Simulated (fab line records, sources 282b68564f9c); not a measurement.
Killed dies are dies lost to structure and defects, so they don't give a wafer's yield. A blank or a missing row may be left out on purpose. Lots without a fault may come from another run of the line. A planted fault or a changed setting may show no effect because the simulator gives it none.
Split-lot experiment | flow rit_cmos | 5 lots, 23 wafers read, on a route of 202 steps

THE SPLIT
At RIT_PSD_HARDBAKE_07 (time 60 s), the setting temp_c was moved away from the recipe's 140 C on 11 of the 23 wafers read, by -2.8% to +2.9%. The other wafers ran this setting at the recipe's value.

The reading is taken at the split's own step.

THE READING
NOVOLAK_of_PSD_COAT_01.thk_nm (the simulator's own value, which no gauge read), in nm, at RIT_PSD_HARDBAKE_07 (time 60 s). The file gives no usual value for it. The 12 wafers here that ran the recipe average 882.0 nm, standard deviation 3.2 nm.

wafer  | tool, chamber at the split | temp_c as run, C | against the recipe | NOVOLAK_of_PSD_COAT_01.thk_nm, nm | against lot-mates on the recipe
L074.2 | litho_track-04, 0          | 140              | recipe             | 878.5                             | -
L074.3 | litho_track-04, 0          | 140              | recipe             | 876                               | -
L074.4 | litho_track-04, 0          | 144              | +2.9%              | 872.9                             | -4.7
L074.5 | litho_track-04, 0          | 144              | +2.9%              | 876.1                             | -1.5
L074.6 | litho_track-04, 0          | 140              | recipe             | 878.2                             | -
L076.2 | litho_track-04, 0          | 140              | recipe             | 885.3                             | -
L076.6 | litho_track-04, 0          | 140              | recipe             | 885.3                             | -
L076.5 | litho_track-04, 0          | 140              | recipe             | 887.3                             | -
L077.1 | litho_track-04, 0          | 140              | recipe             | 884.1                             | -
L077.3 | litho_track-04, 0          | 136.1            | -2.8%              | 890.4                             | +7.2
L077.4 | litho_track-04, 0          | 140              | recipe             | 882.2                             | -
L077.5 | litho_track-04, 0          | 136.1            | -2.8%              | 887.8                             | +4.6
L077.6 | litho_track-04, 0          | 136.1            | -2.8%              | 891.6                             | +8.4
L079.1 | litho_track-02, 0          | 143              | +2.1%              | 877                               | -4.0
L079.2 | litho_track-02, 0          | 143              | +2.1%              | 876                               | -5.0
L079.4 | litho_track-02, 0          | 143              | +2.1%              | 878.1                             | -2.9
L079.5 | litho_track-02, 0          | 140              | recipe             | 881.1                             | -
L079.6 | litho_track-02, 0          | 140              | recipe             | 880.8                             | -
L082.1 | litho_track-01, 0          | 140              | recipe             | 882.1                             | -
L082.2 | litho_track-01, 0          | 136.5            | -2.5%              | 887.7                             | +4.9
L082.4 | litho_track-01, 0          | 136.5            | -2.5%              | 890.5                             | +7.7
L082.5 | litho_track-01, 0          | 136.5            | -2.5%              | 891.5                             | +8.7
L082.6 | litho_track-01, 0          | 140              | recipe             | 883.5                             | -

THE FIT
A straight line over all 23 wafers: NOVOLAK_of_PSD_COAT_01.thk_nm changes by -2.76 nm for each +1% of temp_c; r = -0.89; the points scatter about the line by 2.7 nm.
The same after taking each lot's own level away (the mean of its wafers on the recipe; 23 wafers): -2.08 nm for each +1%; r = -0.93; scatter 1.6 nm.
On that fit, the largest move of temp_c shifts the reading by 5.9 nm.
The lots' own levels span 877.57 to 885.97 nm, that is 2.6 times the standard deviation above.
So the lot-to-lot level changes the slope: the two fits differ.
Check: with one of the wafers moved furthest among these (+2.9%) left out of the fit, the line predicts -5.37 nm for it against its lot-mates. It came out at -4.67 nm against them.

OTHER SPLITS ON THESE WAFERS
These wafers also went through other splits before the reading. Each is held against what the fit with the lots' levels taken away leaves over:
other split on the same wafers | wafers away from the commonest value | r with NOVOLAK_of_PSD_COAT_01.thk_nm (lot level and that fit taken away)
RIT_GATE_EXPOSE_13 dose_mj     | 4                                    | +0.15
RIT_GATE_ETCH_19 rf_w          | 10                                   | +0.09
RIT_REOX_OXIDATION_03 temp_c   | 10                                   | -0.12
RIT_PLDD_IMPLANT_08 energy_kev | 10                                   | +0.06

THE FILE'S OWN FIT
NOVOLAK_of_PSD_COAT_01.thk_nm changes by -2.01 nm for each +1% of temp_c, r = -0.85.
